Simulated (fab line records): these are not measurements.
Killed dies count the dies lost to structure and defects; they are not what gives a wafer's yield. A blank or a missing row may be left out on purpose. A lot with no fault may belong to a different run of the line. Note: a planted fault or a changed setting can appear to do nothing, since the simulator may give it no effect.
Chamber matching | flow berkeleyCmos170 | 4 sister chambers for UCB170_V2_CMP_02 on cmp-02
The step polishes SiO2. 14 wafers are shown with their chamber, then 7 later ones without.

## EACH WAFER AND ITS CHAMBER
wafer  | chamber | motorCurrentA (A)
L994.1 | 0       | 13.9
L994.2 | 1       | 15.6
L994.3 | 3       | 18.3
L997.3 | 0       | 14.2
L997.4 | 1       | 14.8
L997.6 | 0       | 14.8
L109.3 | 2       | 19.4
L109.4 | 1       | 16.0
L109.6 | 3       | 17.8
L111.2 | 3       | 18.5
L111.3 | 1       | 15.2
L111.5 | 2       | 18.8
L115.2 | 3       | 19.3
L115.3 | 0       | 14.8

SIGNATURES (means of the wafers above)
reading       | chamber 0 | chamber 1 | chamber 2 | chamber 3 | scatter within a chamber
motorCurrentA | 14.425    | 15.400    | 19.100    | 18.475    | 0.525
Rule: distance of a wafer from a chamber = root of the sum over the readings of ((wafer's reading minus chamber's mean) / reading's scatter) squared. The wafer belongs to the nearest chamber; if the next one is less than 2 further off, it can't be placed. The scatter: take each reading less its chamber's mean, square it, sum over the shown wafers, divide by the number of wafers less the number of chambers, and take the root.

## WAFERS WITHOUT THEIR CHAMBER
wafer  | motorCurrentA (A)
L115.6 | 14.9
L114.1 | 14.0
L114.3 | 16.2
L114.5 | 18.4
L112.1 | 19.2
L112.3 | 15.5
L112.4 | 19.0

## EACH ONE'S CHAMBER
wafer  | from the rows above     | in truth
L115.6 | can't be placed: 0 or 1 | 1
L114.1 | can't be placed: 0 or 1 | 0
L114.3 | can't be placed: 1 or 0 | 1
L114.5 | can't be placed: 3 or 2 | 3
L112.1 | can't be placed: 2 or 3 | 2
L112.3 | can't be placed: 1 or 0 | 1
L112.4 | can't be placed: 2 or 3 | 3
Correct placement for 0 of the 7. From these rows, 7 cannot be placed; in 7 the true chamber is one of the candidates. Placed wrongly: 0.
